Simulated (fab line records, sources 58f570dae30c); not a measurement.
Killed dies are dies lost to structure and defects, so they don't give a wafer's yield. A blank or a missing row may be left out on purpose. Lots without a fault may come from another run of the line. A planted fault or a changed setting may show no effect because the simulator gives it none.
A struck lot beside a sound one | flow berkeley_cmos170 | 14 steps out of a route of 331
Sound: wafers L486.3, L486.4, L486.6. Struck: wafers L478.1, L478.2, L478.6. The cause comes at the end.
At each step with rows: each side's tool, then ch and its chambers, then its first start. Under that, the readings that differ: sound wafers | struck wafers | difference of the means | sigmas: that difference in standard deviations of wafers without a fault.
alike: readings whose means differ by less than 2 such deviations, and words and numbers that are the same on both sides. not compared: withheld readings, readings that some wafer has no value for, bounds like >300 that may hide the same value, and numbers for which the record gives no deviation and whose values overlap.
The two part at a step that has a row with sigmas, a row that says differs or no value, or rows on one side only. Numbers that don't overlap but have no deviation are shown without sigmas and don't part them. A reading that every wafer of one side lacks parts them only if that side has two wafers or more.

first, 1 step without rows for these wafers: UCB170_GATE_WET_ETCH_00 (etches SiO2 in dHF, time 200 s).
UCB170_FIELD_THK_MEAS_91:
  sound on film_metro-03, day 10 12:38; struck on film_metro-03, day 9 12:07
  alike: FIELD_OXIDE_LEFT_2_THK
then, 1 step without rows for these wafers: UCB170_GATE_OXIDATION_01 (target thk 6.6 nm, ox time 1848 s).
UCB170_GATE_THK_MEAS_02:
  sound on film_metro-01, day 10 19:43; struck on film_metro-01, day 9 16:33
  reading             | sound          | struck         | difference | sigmas
  GATE_OXIDE_THK (nm) | 6.72 6.70 6.73 | 7.03 7.04 7.04 | +0.32      | +3
then, 2 steps without rows for these wafers: UCB170_GATE_ANNEAL_03 (time 1800 s); UCB170_GATE_CVD_04 (deposits poly-Si from SiH4, time 1440 s, target thk 214 nm).
UCB170_GATE_THK_MEAS_05:
  sound on film_metro-04, day 11 03:32; struck on film_metro-01, day 10 00:49
  alike: GATE_POLY_THK
then, 5 steps without rows for these wafers: UCB170_GATE_COAT_06; UCB170_GATE_COAT_07 (resist thk 900 nm); UCB170_GATE_SOFTBAKE_08 (time 60 s); UCB170_GATE_EXPOSE_09 (exposes mask POLY, target cd 350 nm); UCB170_GATE_PEB_10.
UCB170_GATE_DEVELOP_11: develop time 45 s.
  sound on litho_track-02 ch 0, day 11 04:00; struck on litho_track-02, day 10 01:00
  no value came back on the struck wafers for chill_plate_temp_C (C), develop_time_s (s); on the sound wafers chill_plate_temp_C (C) reads 23.14 22.90 23.03
  reading                               | sound           | struck          | difference | sigmas
  model.KrF_of_GATE_COAT_07.thk_nm (nm) | 885 882.7 883.3 | 901.2 901 903.9 | +18.4      |
UCB170_GATE_CD_MEAS_12: target cd 350 nm.
  sound on cd_sem-02, day 11 04:39; struck on cd_sem-01, day 10 02:07
  reading    | sound             | struck | difference                    | sigmas
  cd_nm (nm) | 351.4 351.3 350.8 | - - -  | no value on the struck wafers |

WHERE THEY PART
First at UCB170_GATE_THK_MEAS_02; last, within this record, at UCB170_GATE_CD_MEAS_12.

WHY: what the simulator had put in
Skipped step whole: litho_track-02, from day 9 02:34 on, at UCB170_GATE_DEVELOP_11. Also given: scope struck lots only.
